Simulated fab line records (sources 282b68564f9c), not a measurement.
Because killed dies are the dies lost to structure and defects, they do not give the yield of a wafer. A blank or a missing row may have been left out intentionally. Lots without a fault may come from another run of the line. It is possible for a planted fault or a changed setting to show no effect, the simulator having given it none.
fab line records    flow rit_cmos
record: lots: 13  wafers: 39  last_day: 5
route steps=202 shown ACTIVE@15 PWELL@49 PRETRO@72 FOX2@80 M1@202
lots untouched by any fault: they come from a run of this same line in which no faults occurred
start_h: start of the lot's first displayed wafer, in hours after the record's first day    wait_h: hours elapsed since this lot's preceding step    " same as the row above    L1.1+2: a single row standing in for several wafers    - no value, or no start given    * or withheld: withheld    < > ~ a bound
route shown NAME@n: NAME is a module with steps in the file, n the number in the route of the first one    usual: mean/standard deviation of fault-free wafers    same: alike in all rows    chamber/n: place in a boat    sites: readings site by site    _std_site: their standard deviation    _edge_site: mean of outer sites minus mean of inner sites    radius_mm: for every site, how far away it sits from the centre of the wafer    mask NAME#n: copy n    behind: tool/chamber where the wafer was last shaped    hold: what put the lot on hold/how long, in hours/how the hold closed    device: names the non-switching transistor (n, p or np)    end of line: the tests these same wafers got at the end of their route    a step given without rows: its recipe and nothing more    killed: not the wafer's yield, but the dies lost to structure and defects at the first sort    map: shows each die of a wafer: x if killed, . if not, _ if none is there
set.NAME: the setting that was run; set.NAME@STEP: the one run at that earlier step    model.NAME: the simulator's own value behind a step, which no gauge read
one table for each step of the route and one row for each wafer, over a sample of lots
services: from which hour (start_h, from the record's first day; less than 0 if before it) a tool's chamber was out of use, for how many hours, and why
== steps ==
step: RIT_ACTIVE_STRIP_14
recipe: chemistry: O2  time_s: 180  resist: NOVOLAK  platen_temp_c: withheld  power_w: 500  pressure_mtorr: 4000  o2_flow_sccm: 4000
usual: drypump_motor_current_A: 5.7/0.51
lot.wafer  tool             chamber  start_h  wait_h  drypump_motor_current_A  rf_hours_counter_h
L858.4     plasma_asher-01  0        15.96    0.1     5.0                      -
L858.5     "                1        "        "       5.5                      -
L858.6     "                0        "        "       5.0                      -
L859.2     plasma_asher-01  0        20.09    0.1     4.9                      41
L859.3     "                0        "        "       5.0                      -
L859.4     "                1        "        "       5.5                      -
L860.2     plasma_asher-02  0        24.84    0.1     6.2                      38
L860.3     "                0        "        "       6.2                      -
L860.4     "                1        "        "       6.0                      -
L861.4     plasma_asher-01  0        30.18    0.1     5.0                      -
L861.5     "                0        "        "       5.0                      -
L861.6     "                1        "        "       5.5                      -
L862.4     plasma_asher-01  0        34.95    0.1     5.0                      -
L862.5     "                0        "        "       5.0                      -
L862.6     "                1        "        "       5.5                      -
L863.2     plasma_asher-03  0        41.18    0.1     6.5                      38
L863.4     "                0        "        "       6.5                      -
L863.5     "                1        "        "       5.7                      -
L864.1     plasma_asher-02  0        45.55    0.1     6.1                      41
L864.3     "                0        "        "       6.2                      -
L864.6     "                0        "        "       6.1                      -
L865.1     plasma_asher-01  1        50.69    0.1     5.5                      44
L865.2     "                0        "        "       5.0                      44
L865.4     "                1        "        "       5.5                      -
L866.1     plasma_asher-01  0        54.84    0.1     4.9                      45
L866.4     "                1        "        "       5.5                      -
L866.6     "                1        "        "       5.5                      -
L868.1     plasma_asher-03  1        66.18    0.1     5.7                      41
L868.2     "                0        "        "       6.4                      41
L868.4     "                1        "        "       5.7                      -
L869.1     plasma_asher-03  0        69.84    0.1     6.4                      41
L869.5     "                0        "        "       6.4                      -
L869.6     "                1        "        "       5.7                      -
L870.2     plasma_asher-03  0        75.78    0.1     6.4                      42
L870.3     "                1        "        "       5.7                      -
L870.6     "                0        "        "       6.4                      -
L871.1     plasma_asher-03  1        80.68    0.1     5.7                      42
L871.2     "                0        "        "       6.4                      42
L871.3     "                1        "        "       5.7                      -
step: RIT_PWELL_TW_MEAS_10
usual: PWELL_TW: 952/6.2
lot.wafer  tool           chamber  start_h  wait_h  PWELL_TW
L858.4     film_metro-04  -        23.75    0.1     942
L858.5     "              -        "        "       942
L858.6     "              -        "        "       939
L859.2     film_metro-04  -        27.82    0.1     953
L859.3     "              -        "        "       945
L859.4     "              -        "        "       942
L860.2     film_metro-03  -        32.42    0.1     957
L860.3     "              -        "        "       958
L860.4     "              -        "        "       958
L861.4     film_metro-02  -        39.02    0.1     955
L861.5     "              -        "        "       952
L861.6     "              -        "        "       957
L862.4     film_metro-04  -        43.36    0.1     946
L862.5     "              -        "        "       941
L862.6     "              -        "        "       940
L863.2     film_metro-03  -        49.54    0.1     957
L863.4     "              -        "        "       958
L863.5     "              -        "        "       966
L864.1     film_metro-02  -        53.08    0.1     950
L864.3     "              -        "        "       962
L864.6     "              -        "        "       954
L865.1     film_metro-03  -        58.31    0.1     958
L865.2     "              -        "        "       962
L865.4     "              -        "        "       957
L866.1     film_metro-04  -        62.64    0.1     949
L866.4     "              -        "        "       955
L866.6     "              -        "        "       956
L868.1     film_metro-04  -        74.13    0.1     944
L868.2     "              -        "        "       951
L868.4     "              -        "        "       946
L869.1     film_metro-04  -        77.36    0.1     943
L869.5     "              -        "        "       948
L869.6     "              -        "        "       948
L870.2     film_metro-02  -        83.45    0.1     958
L870.3     "              -        "        "       954
L870.6     "              -        "        "       961
L871.1     film_metro-02  -        88.25    0.1     958
L871.2     "              -        "        "       951
L871.3     "              -        "        "       956
step: RIT_PRETRO_IMPLANT_08
recipe: species: B  energy_kev: 45  dose_cm2: 1.2e+13  tilt_deg: 7
usual: beam_energy_keV: 44.996/0.014  implant_ion_amu: 11/0
lot.wafer  tool          chamber  start_h  wait_h  beam_energy_keV  implant_ion_amu
L858.4     implanter-02  0        32.32    0.2     44.985           11
L858.5     "             0        "        "       44.969           11
L858.6     "             0        "        "       44.990           11
L859.2     implanter-02  0        36.11    0.2     45.003           11
L859.3     "             0        "        "       44.996           11
L859.4     "             0        "        "       44.995           11
L860.2     implanter-02  0        40.80    0.2     45.016           11
L860.3     "             0        "        "       45.010           11
L860.4     "             0        "        "       45.008           11
L861.4     implanter-02  0        47.41    0.2     44.980           11
L861.5     "             0        "        "       44.993           11
L861.6     "             0        "        "       45.018           11
L862.4     implanter-02  0        51.71    0.2     44.999           11
L862.5     "             0        "        "       45.000           11
L862.6     "             0        "        "       44.999           11
L863.2     implanter-02  0        57.93    0.2     44.987           11
L863.4     "             0        "        "       44.968           11
L863.5     "             0        "        "       44.956           11
L864.1     implanter-03  0        61.74    0.2     44.997           11
L864.3     "             0        "        "       45.000           11
L864.6     "             0        "        "       45.023           11
L865.1     implanter-03  0        66.54    0.2     44.991           11
L865.2     "             0        "        "       45.005           11
L865.4     "             0        "        "       44.985           11
L866.1     implanter-01  0        71.65    0.2     44.972           11
L866.4     "             0        "        "       45.000           11
L866.6     "             0        "        "       44.996           11
L868.1     implanter-03  0        82.23    0.2     45.001           49
L868.2     "             0        "        "       45.005           49
L868.4     "             0        "        "       45.004           49
L869.1     implanter-01  0        85.92    0.2     45.017           49
L869.5     "             0        "        "       45.000           49
L869.6     "             0        "        "       45.009           49
L870.2     implanter-03  0        91.91    0.2     44.976           49
L870.3     "             0        "        "       44.988           49
L870.6     "             0        "        "       44.987           49
L871.1     implanter-02  0        96.49    0.2     44.988           49
L871.2     "             0        "        "       44.993           49
L871.3     "             0        "        "       44.990           49
step: RIT_PRETRO_TW_MEAS_10
usual: PRETRO_TW: 474/3.4
lot.wafer  tool           chamber  start_h  wait_h  PRETRO_TW
L858.4     film_metro-01  -        32.60    0.1     470
L858.5     "              -        "        "       469
L858.6     "              -        "        "       473
L859.2     film_metro-02  -        36.42    0.1     476
L859.3     "              -        "        "       481
L859.4     "              -        "        "       474
L860.2     film_metro-04  -        41.11    0.1     472
L860.3     "              -        "        "       473
L860.4     "              -        "        "       474
L861.4     film_metro-04  -        47.69    0.1     474
L861.5     "              -        "        "       473
L861.6     "              -        "        "       474
L862.4     film_metro-04  -        51.99    0.1     474
L862.5     "              -        "        "       476
L862.6     "              -        "        "       474
L863.2     film_metro-04  -        58.24    0.1     477
L863.4     "              -        "        "       476
L863.5     "              -        "        "       474
L864.1     film_metro-04  -        62.07    0.1     475
L864.3     "              -        "        "       475
L864.6     "              -        "        "       476
L865.1     film_metro-01  -        66.87    0.1     474
L865.2     "              -        "        "       472
L865.4     "              -        "        "       479
L866.1     film_metro-04  -        71.97    0.1     476
L866.4     "              -        "        "       470
L866.6     "              -        "        "       473
L868.1     film_metro-02  -        82.56    0.1     795
L868.2     "              -        "        "       793
L868.4     "              -        "        "       794
L869.1     film_metro-01  -        86.24    0.1     778
L869.5     "              -        "        "       779
L869.6     "              -        "        "       780
L870.2     film_metro-04  -        92.22    0.1     781
L870.3     "              -        "        "       785
L870.6     "              -        "        "       786
L871.1     film_metro-01  -        96.81    0.1     782
L871.2     "              -        "        "       779
L871.3     "              -        "        "       784
step: RIT_FOX2_THK_MEAS_91
recipe: reads: SiO2_of_FOX2_OXIDATION_00
usual: FIELD_OXIDE_LEFT_2_THK: 255/6.6
lot.wafer  tool           chamber  start_h  wait_h  FIELD_OXIDE_LEFT_2_THK[nm]
L858.4     film_metro-03  -        33.08    0.0     263
L858.5     "              -        "        "       267
L858.6     "              -        "        "       265
L859.2     film_metro-03  -        36.92    0.0     254
L859.3     "              -        "        "       254
L859.4     "              -        "        "       253
L860.2     film_metro-03  -        41.59    0.0     248
L860.3     "              -        "        "       251
L860.4     "              -        "        "       256
L861.4     film_metro-04  -        48.17    0.0     257
L861.5     "              -        "        "       253
L861.6     "              -        "        "       256
L862.4     film_metro-03  -        52.47    0.0     255
L862.5     "              -        "        "       260
L862.6     "              -        "        "       254
L863.2     film_metro-01  -        58.72    0.0     254
L863.4     "              -        "        "       247
L863.5     "              -        "        "       243
L864.1     film_metro-01  -        62.56    0.0     252
L864.3     "              -        "        "       260
L864.6     "              -        "        "       251
L865.1     film_metro-04  -        67.36    0.0     248
L865.2     "              -        "        "       248
L865.4     "              -        "        "       248
L866.1     film_metro-01  -        72.45    0.0     261
L866.4     "              -        "        "       263
L866.6     "              -        "        "       262
L868.1     film_metro-04  -        83.04    0.0     256
L868.2     "              -        "        "       246
L868.4     "              -        "        "       262
L869.1     film_metro-04  -        86.92    0.0     248
L869.5     "              -        "        "       254
L869.6     "              -        "        "       248
L870.2     film_metro-01  -        92.89    0.0     240
L870.3     "              -        "        "       241
L870.6     "              -        "        "       242
L871.1     film_metro-04  -        97.49    0.0     259
L871.2     "              -        "        "       261
L871.3     "              -        "        "       266
step: RIT_M1_PROBE_99
usual: killed_at_M0_to_M3: 0.0/0.14  killed_at_contacts: 0.1/0.23  killed_at_front_end: 7.3/2.9  killed_dies: 7.3/3  killed_open: 3.6/1.8  killed_short: 3.7/2.1
same: gross_dies: 264  killed_at_M4_up: 0  killed_at_back_side: 0  killed_at_other: 0
lot.wafer  tool       chamber  start_h  wait_h  killed_at_M0_to_M3  killed_at_contacts  killed_at_front_end  killed_dies  killed_open  killed_short
L858.4     prober-02  -        59.71    0.2     0                   0                   5                    5            4            1
L858.5     prober-02  -        59.76    0.2     0                   0                   12                   12           5            7
L858.6     prober-02  -        59.81    0.2     0                   1                   9                    10           6            4
L859.2     prober-01  -        62.32    0.1     0                   0                   6                    6            3            3
L859.3     prober-01  -        62.37    0.2     0                   0                   9                    9            3            6
L859.4     prober-01  -        62.42    0.2     0                   0                   5                    5            3            2
L860.2     prober-02  -        67.73    0.1     0                   0                   5                    5            2            3
L860.3     prober-02  -        67.78    0.2     0                   1                   10                   11           3            8
L860.4     prober-02  -        67.83    0.2     0                   0                   8                    8            5            3
L861.4     prober-01  -        73.86    0.2     0                   0                   9                    9            5            4
L861.5     prober-01  -        73.91    0.2     0                   1                   6                    7            5            2
L861.6     prober-01  -        73.96    0.2     0                   0                   3                    3            1            2
L862.4     prober-02  -        77.29    0.2     0                   0                   7                    7            5            1
L862.5     prober-02  -        77.34    0.2     0                   0                   12                   12           4            6
L862.6     prober-02  -        77.39    0.2     0                   0                   8                    8            4            3
L863.2     prober-01  -        84.30    0.1     0                   0                   12                   12           7            5
L863.4     prober-01  -        84.40    0.2     0                   0                   6                    6            4            2
L863.5     prober-01  -        84.45    0.2     0                   0                   6                    6            4            2
L864.1     prober-02  -        89.53    0.1     0                   0                   4                    4            2            2
L864.3     prober-02  -        89.63    0.2     0                   0                   5                    5            4            1
L864.6     prober-02  -        89.78    0.2     0                   0                   10                   10           4            6
L865.1     prober-01  -        95.05    0.1     0                   0                   2                    2            0            2
L865.2     prober-01  -        95.10    0.1     0                   0                   2                    2            1            1
L865.4     prober-01  -        95.20    0.2     0                   0                   11                   11           1            10
L866.1     prober-02  -        98.44    0.1     0                   0                   5                    5            3            2
L866.4     prober-02  -        98.59    0.2     0                   0                   11                   11           6            5
L866.6     prober-02  -        98.69    0.2     1                   0                   8                    9            4            5
L868.1     prober-02  -        110.98   0.1     0                   0                   7                    7            3            4
L868.2     prober-02  -        111.03   0.1     0                   0                   12                   12           4            8
L868.4     prober-02  -        111.13   0.2     0                   0                   8                    8            1            7
L869.1     prober-01  -        113.79   0.1     0                   0                   3                    3            0            3
L869.5     prober-01  -        113.99   0.2     0                   0                   9                    9            3            6
L869.6     prober-01  -        114.04   0.2     0                   0                   2                    2            1            1
L870.2     prober-02  -        118.96   0.1     0                   0                   7                    7            4            3
L870.3     prober-02  -        119.01   0.2     0                   0                   3                    3            1            2
L870.6     prober-02  -        119.16   0.2     0                   0                   12                   12           5            7
L871.1     prober-01  -        123.67   0.1     0                   0                   8                    8            4            4
L871.2     prober-01  -        123.72   0.1     0                   0                   6                    6            4            2
L871.3     prober-01  -        123.77   0.2     0                   0                   8                    8            6            2
killed by level:class
L858.4 GATE:geometric_particle:open=3 GATE:geometric_particle:short=1 SPACER:geometric_particle:open=1
L858.5 GATE:geometric_particle:short=4 FOX1:geometric_particle:short=2 GATE:geometric_particle:open=2 FOX1:geometric_particle:open=1 REOX:geometric_particle:short=1 SPACER:geometric_particle:open=1 SILICIDE:geometric_particle:open=1
L858.6 GATE:geometric_particle:open=4 GATE:geometric_particle:short=3 FOX2:geometric_particle:short=1 REOX:geometric_particle:open=1 CONTACT:geometric_particle:open=1
L859.2 FOX1:geometric_particle:short=2 GATE:geometric_particle:open=1 REOX:geometric_particle:open=1 SPACER:geometric_particle:short=1 SILICIDE:geometric_particle:open=1
L859.3 SPACER:geometric_particle:short=3 GATE:geometric_particle:short=2 FOX1:geometric_particle:open=1 FOX2:geometric_particle:open=1 GATE:geometric_particle:open=1 SILICIDE:geometric_particle:short=1
L859.4 GATE:geometric_particle:short=1 GATE:geometric_particle:open=1 REOX:geometric_particle:open=1 REOX:geometric_particle:short=1 SILICIDE:geometric_particle:open=1
L860.2 GATE:geometric_particle:short=2 FOX1:geometric_particle:short=1 FOX2:geometric_particle:open=1 GATE:geometric_particle:open=1
L860.3 GATE:geometric_particle:short=5 FOX1:geometric_particle:open=1 FOX2:geometric_particle:open=1 FOX2:geometric_particle:short=1 GATE:geometric_particle:open=1 SILICIDE:geometric_particle:short=1 CONTACT:geometric_particle:short=1
L860.4 GATE:geometric_particle:open=4 GATE:geometric_particle:short=3 SPACER:geometric_particle:open=1
L861.4 FOX1:geometric_particle:open=3 REOX:geometric_particle:short=2 GATE:geometric_particle:short=1 REOX:geometric_particle:open=1 SILICIDE:geometric_particle:short=1 SILICIDE:geometric_particle:open=1
L861.5 FOX1:geometric_particle:open=1 FOX2:geometric_particle:open=1 GATE:geometric_particle:open=1 GATE:geometric_particle:short=1 SPACER:geometric_particle:open=1 SPACER:geometric_particle:short=1 CONTACT:geometric_particle:open=1
L861.6 GATE:geometric_particle:open=1 GATE:geometric_particle:short=1 SPACER:geometric_particle:short=1
L862.4 GATE:geometric_particle:open=2 FOX1:geometric_particle:short=1 FOX1:geometric_particle:open=1 REOX:geometric_particle:open=1 SPACER:geometric_particle:open=1 PWELL:coat_microbubble_printed=1
L862.5 GATE:geometric_particle:short=3 FOX1:geometric_particle:open=2 SPACER:geometric_particle:short=2 PWELL:coat_microbubble_printed=2 FOX1:geometric_particle:short=1 GATE:geometric_particle:open=1 SPACER:geometric_particle:open=1
L862.6 GATE:geometric_particle:open=3 FOX1:geometric_particle:short=2 REOX:geometric_particle:short=1 REOX:geometric_particle:open=1 PWELL:coat_microbubble_printed=1
L863.2 REOX:geometric_particle:short=4 FOX1:geometric_particle:open=3 GATE:geometric_particle:open=2 GATE:geometric_particle:short=1 SPACER:geometric_particle:open=1 SILICIDE:geometric_particle:open=1
L863.4 FOX1:geometric_particle:open=2 GATE:geometric_particle:short=1 GATE:geometric_particle:open=1 SPACER:geometric_particle:short=1 SILICIDE:geometric_particle:open=1
L863.5 GATE:geometric_particle:open=2 FOX1:geometric_particle:open=1 FOX2:geometric_particle:open=1 GATE:geometric_particle:short=1 SILICIDE:geometric_particle:short=1
L864.1 FOX1:geometric_particle:short=2 GATE:geometric_particle:open=2
L864.3 FOX1:geometric_particle:open=2 FOX2:geometric_particle:open=1 GATE:geometric_particle:open=1 SPACER:geometric_particle:short=1
L864.6 GATE:geometric_particle:short=2 SPACER:geometric_particle:short=2 SILICIDE:geometric_particle:short=2 GATE:geometric_particle:open=1 REOX:geometric_particle:open=1 SPACER:geometric_particle:open=1 SILICIDE:geometric_particle:open=1
L865.1 REOX:geometric_particle:short=1 SPACER:geometric_particle:short=1
L865.2 GATE:geometric_particle:open=1 SPACER:geometric_particle:short=1
L865.4 GATE:geometric_particle:short=3 REOX:geometric_particle:short=3 SPACER:geometric_particle:short=2 SILICIDE:geometric_particle:short=2 GATE:geometric_particle:open=1
L866.1 FOX1:geometric_particle:open=1 FOX1:geometric_particle:short=1 GATE:geometric_particle:short=1 GATE:geometric_particle:open=1 SPACER:geometric_particle:open=1
L866.4 GATE:geometric_particle:open=3 GATE:geometric_particle:short=3 FOX1:geometric_particle:open=2 FOX1:geometric_particle:short=1 REOX:geometric_particle:short=1 SILICIDE:geometric_particle:open=1
L866.6 GATE:geometric_particle:open=3 GATE:geometric_particle:short=2 REOX:geometric_particle:short=2 FOX1:geometric_particle:open=1 M1:geometric_particle:short=1
L868.1 FOX1:geometric_particle:short=2 GATE:geometric_particle:open=2 SPACER:geometric_particle:short=1 SILICIDE:geometric_particle:open=1 SILICIDE:geometric_particle:short=1
L868.2 SPACER:geometric_particle:short=3 SPACER:geometric_particle:open=3 GATE:geometric_particle:short=2 SILICIDE:geometric_particle:short=2 FOX1:geometric_particle:open=1 FOX2:geometric_particle:short=1
L868.4 SPACER:geometric_particle:short=4 FOX1:geometric_particle:short=3 GATE:geometric_particle:open=1
L869.1 GATE:geometric_particle:short=2 REOX:geometric_particle:short=1
L869.5 GATE:geometric_particle:open=3 GATE:geometric_particle:short=2 REOX:geometric_particle:short=2 SPACER:geometric_particle:short=2
L869.6 FOX1:geometric_particle:open=1 GATE:geometric_particle:short=1
L870.2 FOX2:geometric_particle:open=2 GATE:geometric_particle:short=2 FOX1:geometric_particle:open=1 GATE:geometric_particle:open=1 REOX:geometric_particle:short=1
L870.3 FOX1:geometric_particle:short=1 GATE:geometric_particle:open=1 SPACER:geometric_particle:short=1
L870.6 GATE:geometric_particle:short=3 REOX:geometric_particle:short=3 GATE:geometric_particle:open=2 SPACER:geometric_particle:open=2 FOX2:geometric_particle:short=1 REOX:geometric_particle:open=1
L871.1 FOX2:geometric_particle:open=2 SPACER:geometric_particle:short=2 GATE:geometric_particle:short=1 REOX:geometric_particle:open=1 REOX:geometric_particle:short=1 SPACER:geometric_particle:open=1
L871.2 SPACER:geometric_particle:open=2 GATE:geometric_particle:short=1 REOX:geometric_particle:open=1 SILICIDE:geometric_particle:open=1 SILICIDE:geometric_particle:short=1
L871.3 GATE:geometric_particle:open=4 GATE:geometric_particle:short=1 REOX:geometric_particle:open=1 SILICIDE:geometric_particle:short=1 SILICIDE:geometric_particle:open=1
== services ==
tool             chamber  start_h  hours  kind
implanter-03     -        -4.87    3.7    repair
plasma_asher-01  -        4.49     6.7    repair
implanter-01     -        27.57    4.9    pm
implanter-03     -        34.26    3.4    repair
implanter-02     -        60.80    3.9    pm
implanter-01     -        77.97    2.8    repair
== key ==
first_sign: step: RIT_PRETRO_IMPLANT_08  reading: implant_ion_amu  direction: up  sigmas: 99+  usual: 11  struck: 49
effect: step: RIT_PRETRO_TW_MEAS_10  reading: PRETRO_TW  direction: up  sigmas: 92  usual: 474  struck: 785
met_at RIT_PRETRO_IMPLANT_08
struck_lots L868,L869,L870,L871
tester_left_out L868,L869,L870,L871
not_acting_at RIT_ACTIVE_STRIP_14,RIT_PWELL_TW_MEAS_10,RIT_FOX2_THK_MEAS_91
onset_between 71.65 82.23
fault: kind: wrong_recipe_download  tool: implanter-01,implanter-02,implanter-03  chamber: -  onset_h: 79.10  steps: RIT_PRETRO_IMPLANT_08  wrong_recipe.not_listed: 1
tester_left_out: of these lots the tester's yield and bins aren't shown, on N5 and GAA mostly nor the transistor test; their killed dies are dies lost to structure and defects alone, not to doping, threshold or leakage, so they don't give the yield
